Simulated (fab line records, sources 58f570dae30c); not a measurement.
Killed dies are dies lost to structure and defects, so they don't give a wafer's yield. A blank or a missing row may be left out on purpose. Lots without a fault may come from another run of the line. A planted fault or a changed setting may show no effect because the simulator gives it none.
Chamber matching | flow berkeley_cmos170 | UCB170_PWELL_WET_ETCH_19 on wet_bench-02: 3 sister chambers
The step etches Si3N4 in H3PO4, time 14400 s. 3 wafers are shown with their chamber, then 4 later ones without.

WAFERS WITH THEIR CHAMBER
wafer  | chamber | bath_guard_temp_C (C)
L626.5 | 2       | 160.3
L628.6 | 3       | 158.9
L631.4 | 1       | 160.0

WAFERS WITHOUT THEIR CHAMBER
wafer  | bath_guard_temp_C (C)
L631.6 | 159.8
L632.1 | 160.5
L632.2 | 160.3
L632.4 | 160.4

WHICH CHAMBER EACH WENT THROUGH
wafer  | from the rows above | in truth
L631.6 | 1                   | 1
L632.1 | 2                   | 2
L632.2 | 2                   | 2
L632.4 | 2                   | 2
Placed correctly: 4 of 4. Can't be placed from these rows: 0. Placed wrongly: 0.
How it was worked out, from the rows above alone: a wafer's distance from a chamber is the root of the sum, over the readings, of the square of ((its reading less the chamber's mean) divided by the reading's scatter). The wafer belongs to the nearest chamber; if the next one is less than 2 further off, it can't be placed. A chamber's mean is the mean of its shown wafers. The scatter: with one shown wafer a chamber, the root of the mean of the squares of how far each hidden wafer lies from its nearest shown one.
